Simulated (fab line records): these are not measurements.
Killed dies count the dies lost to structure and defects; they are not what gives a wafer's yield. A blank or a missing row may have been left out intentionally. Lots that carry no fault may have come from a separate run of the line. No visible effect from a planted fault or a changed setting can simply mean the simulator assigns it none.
Problem report, 8D (eight disciplines) form, completed by code	flow berkeley cmos170	the parts of the form that need people (team, actions taken, sign-off) are left out

## 1. PROBLEM STATEMENT
At UCB170_CONTACT_ETCH_18, oes product au averages 0.780 a.u. over 6 wafers from 2 lots, while fault-free wafers read 0.903 a.u., standard deviation 0.013. That puts it -9.4 standard deviations away from the usual mean.
The step: etches PSG in CHF3/CF4/Ar, stops on TiSi2, target depth 840 nm, time 195 s.
The first sign was on wafer L746.1 at day 9 16:00, on rie diel-02. Wafers with a number at this step in the record: 18, from 6 lots. Rule for "out" (also "out of limits"): further than 4 standard deviations from the usual mean. The other wafers with a number count as sound.

## 2. WHAT IT IS AND WHAT IT IS NOT
question	is	is not
which readings at this step	oes product au	drypump motor current A, throttle valve pct
which lots	L746, L747	L738, L749, L751, L757
which wafers of those lots	all that have a number	-
read on which tools	rie diel-02	rie diel-03, rie diel-04
when	from day 9 16:00	up to then (3 sound wafers); but 9 sound wafers of L749, L751, L757 came after

## 3. SUSPECTS, AND WHAT RULES EACH OUT
Counting: any tool at a process step up to the reading is kept as a suspect provided that every lot that is out went through it and no sound lot did after the first of them.
- plasma asher-03 at UCB170_CONTACT_STRIP_06 (strips in O2): kept. It ran every lot that is out, first L746 (day 9 14:57), and no sound lot after that.
- rtp anneal-01 at UCB170_CONTACT_RTA_08 (time 10 s): ruled out as a lasting fault. Following L746 (day 9 15:14), the first lot on it that is out, the sound lots L751 were run on it.
- rie diel-02 at UCB170_CONTACT_ETCH_17 (etches BARC in N2/H2): kept. All lots that are out passed through it, beginning with L746 at day 9 16:37, and no sound lot followed; its final sound lot before that point was L738 at day 7 16:51.
- rie diel-02 at UCB170_CONTACT_ETCH_18 (etches PSG in CHF3/CF4/Ar, stops on TiSi2, target depth 840 nm, time 195 s): kept. All lots that are out passed through it, beginning with L746 at day 9 16:00, and no sound lot followed; its final sound lot before that point was L738 at day 7 16:00. On those wafers its own readings are out: oes product au.
Left after counting: plasma asher-03 at UCB170_CONTACT_STRIP_06, rie diel-02 at UCB170_CONTACT_ETCH_17, rie diel-02 at UCB170_CONTACT_ETCH_18.

## 4. THE CAUSE (what the simulator had put in)
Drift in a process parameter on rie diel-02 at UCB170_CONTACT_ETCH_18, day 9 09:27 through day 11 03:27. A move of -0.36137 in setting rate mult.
Counting leaves 3 suspects; this tool is one of them.

## 5. THE CHAIN OF EFFECTS, in route order
Each row: a reading whose mean over the struck wafers that have a number lies more than 3 standard deviations from the usual. Scope: only readings with a usual standard deviation given in the record; hours: median across lots of the time from each lot's start at the first step in this table that gives one to its start at this step; sigmas: change in usual standard deviations.
hours	step	reading	usual	on struck wafers	change	sigmas
0	UCB170_CONTACT_ETCH_18	oes product au	0.903 a.u.	0.780	-0.123	-9.4
Process steps it contains:
- UCB170_CONTACT_ETCH_18: etches PSG in CHF3/CF4/Ar, stops on TiSi2, target depth 840 nm, time 195 s.

## 6. HOW IT WOULD HAVE BEEN CAUGHT EARLIER
In this record the first reading out of limits was taken at day 9 16:00, 7 hours after the fault began at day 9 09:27.
